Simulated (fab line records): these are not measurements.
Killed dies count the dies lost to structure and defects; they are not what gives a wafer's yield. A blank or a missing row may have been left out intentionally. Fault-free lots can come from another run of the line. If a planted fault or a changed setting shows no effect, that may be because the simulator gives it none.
Which tool did it? || flow berkeley-cmos170 || 42 wafers from 14 lots sampled at 4 of the route's 331 steps

== WHAT THE GAUGES SHOWED, per wafer ==
UCB170_PVT_OVL_MEAS_06.
{"lot": "L296", "measured": "day 5 15:34", "on": "overlay-02", "PVT_OVL (nm)": "1 4 -2"}
{"lot": "L295", "measured": "day 5 15:36", "on": "overlay-02", "PVT_OVL (nm)": "-5 3 2"}
{"lot": "L297", "measured": "day 6 05:49", "on": "overlay-02", "PVT_OVL (nm)": "-3 5 -7"}
{"lot": "L301", "measured": "day 7 04:28", "on": "overlay-01", "PVT_OVL (nm)": "7 8 5"}
{"lot": "L302", "measured": "day 7 04:42", "on": "overlay-02", "PVT_OVL (nm)": "1 2 5"}
{"lot": "L304", "measured": "day 7 12:15", "on": "overlay-02", "PVT_OVL (nm)": "-7 -1 2"}
{"lot": "L303", "measured": "day 7 12:32", "on": "overlay-02", "PVT_OVL (nm)": "-4 3 -5"}
{"lot": "L308", "measured": "day 8 09:47", "on": "overlay-01", "PVT_OVL (nm)": "-5 -12 -5"}
{"lot": "L310", "measured": "day 8 13:41", "on": "overlay-02", "PVT_OVL (nm)": "-6 1 -4"}
{"lot": "L311", "measured": "day 9 04:53", "on": "overlay-01", "PVT_OVL (nm)": "-7 -16 -3"}
{"lot": "L313", "measured": "day 9 05:10", "on": "overlay-01", "PVT_OVL (nm)": "-1 2 -2"}
{"lot": "L314", "measured": "day 9 14:24", "on": "overlay-02", "PVT_OVL (nm)": "-3 1 11"}
{"lot": "L316", "measured": "day 9 23:55", "on": "overlay-01", "PVT_OVL (nm)": "-4 0 -9"}
{"lot": "L318", "measured": "day 10 05:00", "on": "overlay-02", "PVT_OVL (nm)": "6 3 13"}

UCB170_NLDD_CD_MEAS_06: target cd 1200 nm.
{"lot": "L296", "measured": "day 6 10:51", "on": "cd-sem-02", "cd-nm (nm)": "1199.9 1200.3 1200.8"}
{"lot": "L295", "measured": "day 6 10:38", "on": "cd-sem-02", "cd-nm (nm)": "1200.1 1200.0 1201.6"}
{"lot": "L297", "measured": "day 7 01:17", "on": "cd-sem-01", "cd-nm (nm)": "1201.4 1202.0 1200.1"}
{"lot": "L301", "measured": "day 7 20:02", "on": "cd-sem-01", "cd-nm (nm)": "1199.5 1199.1 1199.8"}
{"lot": "L302", "measured": "day 7 20:17", "on": "cd-sem-01", "cd-nm (nm)": "1199.8 1198.7 1200.0"}
{"lot": "L304", "measured": "day 8 02:37", "on": "cd-sem-01", "cd-nm (nm)": "1202.2 1203.0 1203.5"}
{"lot": "L303", "measured": "day 8 01:56", "on": "cd-sem-02", "cd-nm (nm)": "1201.9 1202.7 1202.7"}
{"lot": "L308", "measured": "day 9 00:11", "on": "cd-sem-01", "cd-nm (nm)": "1200.8 1200.5 1201.2"}
{"lot": "L310", "measured": "day 9 06:40", "on": "cd-sem-01", "cd-nm (nm)": "1197.7 1197.6 1197.6"}
{"lot": "L311", "measured": "day 9 23:38", "on": "cd-sem-01", "cd-nm (nm)": "1198.3 1198.9 1198.1"}
{"lot": "L313", "measured": "day 9 23:50", "on": "cd-sem-01", "cd-nm (nm)": "1198.8 1200.5 1200.1"}
{"lot": "L314", "measured": "day 10 03:41", "on": "cd-sem-01", "cd-nm (nm)": "1199.9 1200.7 1199.0"}
{"lot": "L316", "measured": "day 10 18:58", "on": "cd-sem-01", "cd-nm (nm)": "1200.9 1200.1 1200.8"}
{"lot": "L318", "measured": "day 10 23:47", "on": "cd-sem-01", "cd-nm (nm)": "1198.7 1200.9 1199.8"}

UCB170_NLDD_OVL_MEAS_07.
{"lot": "L296", "measured": "day 6 10:58", "on": "overlay-01", "NLDD_OVL (nm)": "7 3 5"}
{"lot": "L295", "measured": "day 6 10:44", "on": "overlay-02", "NLDD_OVL (nm)": "14 12 11"}
{"lot": "L297", "measured": "day 7 01:24", "on": "overlay-02", "NLDD_OVL (nm)": "-5 -4 -3"}
{"lot": "L301", "measured": "day 7 20:07", "on": "overlay-02", "NLDD_OVL (nm)": "322 322 325"}
{"lot": "L302", "measured": "day 7 20:25", "on": "overlay-01", "NLDD_OVL (nm)": "331 325 331"}
{"lot": "L304", "measured": "day 8 02:44", "on": "overlay-02", "NLDD_OVL (nm)": "328 326 326"}
{"lot": "L303", "measured": "day 8 02:02", "on": "overlay-02", "NLDD_OVL (nm)": "334 324 325"}
{"lot": "L308", "measured": "day 9 00:19", "on": "overlay-02", "NLDD_OVL (nm)": "5 8 7"}
{"lot": "L310", "measured": "day 9 06:47", "on": "overlay-01", "NLDD_OVL (nm)": "-5 -5 -4"}
{"lot": "L311", "measured": "day 9 23:44", "on": "overlay-02", "NLDD_OVL (nm)": "4 3 5"}
{"lot": "L313", "measured": "day 9 23:55", "on": "overlay-02", "NLDD_OVL (nm)": "4 2 6"}
{"lot": "L314", "measured": "day 10 03:46", "on": "overlay-02", "NLDD_OVL (nm)": "-11 -12 -5"}
{"lot": "L316", "measured": "day 10 19:03", "on": "overlay-02", "NLDD_OVL (nm)": "-1 -4 -8"}
{"lot": "L318", "measured": "day 10 23:53", "on": "overlay-01", "NLDD_OVL (nm)": "3 3 1"}

== TOOL THAT RAN EACH LOT (tool first, then ch and the chambers of the sampled wafers, then the start) ==
{"lot": "L296", "UCB170_NLDD_EXPOSE_03": "krf-scanner-02 ch 0, day 6 10:16"}
{"lot": "L295", "UCB170_NLDD_EXPOSE_03": "krf-scanner-02 ch 0, day 6 10:02"}
{"lot": "L297", "UCB170_NLDD_EXPOSE_03": "krf-scanner-01 ch 0, day 7 00:14"}
{"lot": "L301", "UCB170_NLDD_EXPOSE_03": "krf-scanner-02 ch 0, day 7 19:32"}
{"lot": "L302", "UCB170_NLDD_EXPOSE_03": "krf-scanner-02 ch 0, day 7 19:44"}
{"lot": "L304", "UCB170_NLDD_EXPOSE_03": "krf-scanner-02 ch 0, day 8 01:53"}
{"lot": "L303", "UCB170_NLDD_EXPOSE_03": "krf-scanner-02 ch 0, day 8 01:32"}
{"lot": "L308", "UCB170_NLDD_EXPOSE_03": "krf-scanner-01 ch 0, day 8 23:28"}
{"lot": "L310", "UCB170_NLDD_EXPOSE_03": "krf-scanner-01 ch 0, day 9 06:13"}
{"lot": "L311", "UCB170_NLDD_EXPOSE_03": "krf-scanner-01 ch 0, day 9 22:46"}
{"lot": "L313", "UCB170_NLDD_EXPOSE_03": "krf-scanner-01 ch 0, day 9 22:57"}
{"lot": "L314", "UCB170_NLDD_EXPOSE_03": "krf-scanner-01 ch 0, day 10 03:17"}
{"lot": "L316", "UCB170_NLDD_EXPOSE_03": "krf-scanner-01 ch 0, day 10 18:05"}
{"lot": "L318", "UCB170_NLDD_EXPOSE_03": "krf-scanner-01 ch 0, day 10 23:23"}
- UCB170_NLDD_EXPOSE_03: exposes mask NSELECT, target cd 1200 nm.

== WHAT THE TOOLS THEMSELVES READ (means of the sampled wafers that have a number; where no wafer has one, the mark that the record gives instead) ==
The record holds no such reading with a usual standard deviation.

== THE ANSWER, worked out from the rows above alone ==
Rule: the usual values come from the lots themselves. The widest of any qualifying gaps counts: lots, ordered by their means at a reading, are off when they make up no more than a third of the lots, leave a main group of 4 or more, and stand apart from it by 3 or more times the standard deviation of that group's means. If all means in a main group match to the digits the tables above print for the reading, that group is not used. Also off: a lot with no number at a reading for which 4 or more lots have one. All remaining lots with rows at the step are treated as sound. After the gauges, taken in route order, come the tools' own readings; for these a lot's mean is taken, as printed above. The first step at which some lot is off is used, and at that step the reading that is off furthest; a lot without a number counts as furthest.
Off: at UCB170_NLDD_OVL_MEAS_07 (NLDD_OVL), L301, L302, L304, L303. For the main group the mean is 1 nm and the standard deviation 6.2.
A tool fits if, at a process step before that reading, it ran every lot that is off, and no sound lot after the first of them. Gauges at UCB170_NLDD_OVL_MEAS_07: tried the same way as those tools. One candidate fits, namely krf-scanner-02 at UCB170_NLDD_EXPOSE_03. Its last sound lot is L296 (day 6 10:16), its first lot that is off L301 (day 7 19:32): a fault that began between those two fits.

== WHAT THE SIMULATOR PUT IN ==
Scanner matching overlay: krf-scanner-02, from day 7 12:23 on, at UCB170_NLDD_EXPOSE_03. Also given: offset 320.
Shown lots that were struck: L301, L302, L304, L303. The rule above reached the same finding.
